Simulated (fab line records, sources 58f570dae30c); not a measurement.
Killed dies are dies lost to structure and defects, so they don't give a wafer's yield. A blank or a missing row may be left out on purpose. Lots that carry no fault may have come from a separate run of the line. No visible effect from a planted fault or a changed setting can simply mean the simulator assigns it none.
The tool behind it: which one? | flow berkeley cmos170 | 7 lots with 21 wafers sampled at 3 steps, on a route of 331 steps

WHAT THE GAUGES READ, wafer by wafer
UCB170_WELLDRIVE_THK_MEAS_02.
lot  | measured    | on            | WELLDRIVE_OXIDE_THK (nm)
L328 | day 3 19:52 | film metro-02 | 204 201 201
L330 | day 4 08:35 | film metro-04 | 205 204 206
L332 | day 4 19:07 | film metro-04 | 200 199 195
L338 | day 6 01:59 | film metro-04 | 203 202 200
L342 | day 7 02:49 | film metro-04 | 201
L346 | day 7 07:38 | film metro-03 | 201 198 197
L348 | day 7 21:19 | film metro-04 | 198 198 202

WHAT TOOL EACH LOT RAN ON (gives the tool, then ch and the chambers of the sampled wafers, and finally the start)
lot  | UCB170_NWELL_ETCH_13              | UCB170_NWELL_STRIP_15
L328 | rie diel-01 ch 0,1,2, day 2 06:14 | plasma asher-04 ch 0,1, day 2 06:29
L330 | rie diel-04 ch 1,2,3, day 2 19:37 | plasma asher-04 ch 0,1, day 2 19:52
L332 | rie diel-03 ch 2,3, day 3 07:20   | plasma asher-03 ch 0,1, day 3 07:35
L338 | rie diel-01 ch 0,2, day 4 21:37   | plasma asher-02 ch 0,1, day 4 21:52
L342 | rie diel-04 ch 1,2, day 5 13:41   | plasma asher-04 ch 0,1, day 5 13:56
L346 | rie diel-01 ch 0,2,3, day 6 00:44 | plasma asher-03 ch 0,1, day 6 00:59
L348 | rie diel-03 ch 0,1,2, day 6 19:07 | plasma asher-04 ch 0,1, day 6 19:22
- UCB170_NWELL_ETCH_13: etches Si3N4 in CH3F/Ar/O2, stops on SiO2, target depth 246.4 nm, time 154 s.
- UCB170_NWELL_STRIP_15: strips in O2.

THE ANSWER, worked out from the rows above alone
Rule: the lots themselves supply what counts as usual. Put in order of their means at a reading, lots are off if they are a third of the lots or fewer, leave a main group of 4 or more, and stand apart from it by a gap of 3 or more times the standard deviation of the main group's means; of several such gaps the widest counts. If all means in a main group match to the digits the tables above print for the reading, that group is not used. A lot without any number at a reading at which 4 lots or more have one is off too. All remaining lots with rows at the step are treated as sound.
No lot is off on any of the readings shown, so nothing can be concluded from this.

WHAT THE SIMULATOR HAD PUT IN
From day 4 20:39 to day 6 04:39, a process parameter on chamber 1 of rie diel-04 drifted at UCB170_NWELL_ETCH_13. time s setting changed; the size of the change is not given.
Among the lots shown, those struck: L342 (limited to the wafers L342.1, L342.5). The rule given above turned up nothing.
